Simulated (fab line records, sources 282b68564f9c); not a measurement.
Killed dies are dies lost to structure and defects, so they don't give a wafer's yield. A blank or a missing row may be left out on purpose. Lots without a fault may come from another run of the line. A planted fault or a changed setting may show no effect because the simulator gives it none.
A struck lot beside a sound one | flow rit_cmos | 15 steps out of a route of 202
Sound: wafers L733.3, L733.4, L733.6. Struck: wafers L740.1, L740.4, L740.5. The cause comes at the end.
At each step with rows: each side's tool, then ch and its chambers, then its first start. Under that, the readings that differ: sound wafers | struck wafers | difference of the means | sigmas: that difference in standard deviations of wafers without a fault.
alike: readings whose means differ by less than 2 such deviations, and words and numbers that are the same on both sides. not compared: withheld readings, readings that some wafer has no value for, bounds like >300 that may hide the same value, and numbers for which the record gives no deviation and whose values overlap.
The two part at a step that has a row with sigmas, a row that says differs or no value, or rows on one side only. Numbers that don't overlap but have no deviation are shown without sigmas and don't part them. A reading that every wafer of one side lacks parts them only if that side has two wafers or more.

first, 4 steps without rows for these wafers: RIT_GATE_CLEAN_01 (cleans in SC1, time 600 s); RIT_GATE_CLEAN_02 (cleans in dHF, time 30 s); RIT_GATE_CLEAN_03 (cleans in SC2, time 600 s); RIT_GATE_CLEAN_04 (cleans in dHF, time 60 s).
RIT_FOX2_THK_MEAS_91:
  sound on film_metro-04, day 3 05:41; struck on film_metro-01, day 4 14:34
  alike: FIELD_OXIDE_LEFT_2_THK
then, 2 steps without rows for these wafers: RIT_GATE_OXIDATION_05 (target thk 3 nm, ox time 270 s); RIT_GATE_ANNEAL_06 (time 600 s).
RIT_GATE_THK_MEAS_07:
  sound on film_metro-03, day 3 07:55; struck on film_metro-03, day 4 16:59
  alike: GATE_OXIDE_THK
then, 1 step without rows for these wafers: RIT_GATE_CVD_08 (deposits poly-Si from SiH4, target thk 250 nm, time 2314 s).
RIT_GATE_THK_MEAS_09:
  sound on film_metro-01, day 3 09:36; struck on film_metro-01, day 4 18:40
  alike: GATE_POLY_THK
then, 2 steps without rows for these wafers: RIT_GATE_HMDS_10 (prime time 60 s); RIT_GATE_COAT_11 (resist thk 850 nm).
RIT_GATE_SOFTBAKE_12: time 60 s.
  sound on litho_track-03 ch 0, day 3 09:59; struck on litho_track-03 ch 0, day 4 19:02
  reading                  | sound             | struck            | difference | sigmas
  heater_power_total_W (W) | 34.60 34.51 34.52 | 35.85 35.92 35.96 | +1.37      | +28
  run_length_s (s)         | 89.55 89.27 89.41 | 82.17 82.10 82.15 | -7.27      | -40
then, 1 step without rows for these wafers: RIT_GATE_EXPOSE_13 (exposes mask M6, target cd 150 nm).
RIT_M1_PROBE_99:
  sound on prober-01, day 4 07:03; struck on prober-02, day 5 16:48
  reading            | sound | struck | difference | sigmas
  killed_at_M0_to_M3 | 0 1 0 | 0 0 0  | +0         | -2
  alike: killed_at_contacts, killed_at_front_end, killed_dies, killed_open, killed_short

WHERE THEY PART
First at RIT_GATE_SOFTBAKE_12; last, within this record, at RIT_M1_PROBE_99.

WHY: what the simulator had put in
Process parameter drift: litho_track-03, from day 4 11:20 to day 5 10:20, at RIT_GATE_SOFTBAKE_12. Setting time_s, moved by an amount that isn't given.
